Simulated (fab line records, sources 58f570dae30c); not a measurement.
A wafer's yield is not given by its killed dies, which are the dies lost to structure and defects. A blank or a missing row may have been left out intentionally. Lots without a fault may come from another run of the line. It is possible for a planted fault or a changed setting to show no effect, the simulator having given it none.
Which tool was responsible? :: flow berkeley_cmos170 :: 7 lots with 21 wafers sampled at 3 steps, on a route of 331 steps

WHAT EACH GAUGE READ, for each wafer
UCB170_GATE_THK_MEAS_02.
lot: L996
measured: day 6 03:04
on: film_metro-03
GATE_OXIDE_THK (nm): 6.69 6.78 6.69

lot: L999
measured: day 6 17:29
on: film_metro-01
GATE_OXIDE_THK (nm): 6.66 6.63 6.61

lot: L100
measured: day 7 00:17
on: film_metro-01
GATE_OXIDE_THK (nm): 6.54 6.66 6.60

lot: L102
measured: day 7 15:03
on: film_metro-02
GATE_OXIDE_THK (nm): 6.56 6.45 6.53

lot: L104
measured: day 7 15:03
on: film_metro-03
GATE_OXIDE_THK (nm): 6.60 6.64 6.46

lot: L106
measured: day 8 09:13
on: film_metro-03
GATE_OXIDE_THK (nm): 5.40 5.26 5.42

lot: L108
measured: day 8 09:13
on: film_metro-01
GATE_OXIDE_THK (nm): 5.36 5.24 5.24

TOOL THAT RAN EACH LOT (tool first, then ch and the chambers of the sampled wafers, then the start)
lot: L996
UCB170_NWELL_ETCH_13: rie_diel-04 ch 0,1,3, day 2 15:06
UCB170_GATE_OXIDATION_01: furnace-03 ch 0, day 6 01:34

lot: L999
UCB170_NWELL_ETCH_13: rie_diel-02 ch 0,1,2, day 3 00:18
UCB170_GATE_OXIDATION_01: furnace-04 ch 0, day 6 15:59

lot: L100
UCB170_NWELL_ETCH_13: rie_diel-03 ch 1,2,3, day 3 06:51
UCB170_GATE_OXIDATION_01: furnace-03 ch 0, day 6 22:46

lot: L102
UCB170_NWELL_ETCH_13: rie_diel-03 ch 1,3, day 3 17:33
UCB170_GATE_OXIDATION_01: furnace-01 ch 0, day 7 13:32

lot: L104
UCB170_NWELL_ETCH_13: rie_diel-04 ch 0,1,3, day 4 02:19
UCB170_GATE_OXIDATION_01: furnace-01 ch 0, day 7 13:32

lot: L106
UCB170_NWELL_ETCH_13: rie_diel-03 ch 1,2, day 4 13:07
UCB170_GATE_OXIDATION_01: furnace-01 ch 0, day 8 07:43

lot: L108
UCB170_NWELL_ETCH_13: rie_diel-02 ch 0,2, day 4 21:28
UCB170_GATE_OXIDATION_01: furnace-01 ch 0, day 8 07:43
- UCB170_NWELL_ETCH_13: etches Si3N4 in CH3F/Ar/O2, stops on SiO2, target depth 246.4 nm, time 154 s.
- UCB170_GATE_OXIDATION_01: target thk 6.6 nm, ox time 1800 s.

THE ANSWER, worked out from the rows above alone
Rule: the lots themselves supply what counts as usual. The widest of any qualifying gaps counts: lots, ordered by their means at a reading, are off when they make up no more than a third of the lots, leave a main group of 4 or more, and stand apart from it by 3 or more times the standard deviation of that group's means. A main group whose means are all the same, to the digits that the tables above print for the reading, isn't used. A lot without any number at a reading at which 4 lots or more have one is off too. The other lots that the step has rows for count as sound.
Off: at UCB170_GATE_THK_MEAS_02 (GATE_OXIDE_THK), L106, L108. For the main group the mean is 6.61 nm and the standard deviation 0.069.
A tool fits if, at a process step before that reading, it ran every lot that is off, and no sound lot after the first of them. The gauges at UCB170_GATE_THK_MEAS_02 are tried like those tools. One fits: furnace-01 at UCB170_GATE_OXIDATION_01. A fault onset in the window from L102 (day 7 13:32, its last sound lot) to L106 (day 8 07:43, its first lot off) fits.

WHAT WAS PUT IN BY THE SIMULATOR
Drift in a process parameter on furnace-01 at UCB170_GATE_OXIDATION_01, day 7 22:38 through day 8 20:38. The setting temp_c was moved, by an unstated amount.
Shown lots that were struck: L106, L108. The rule given above showed the same thing.
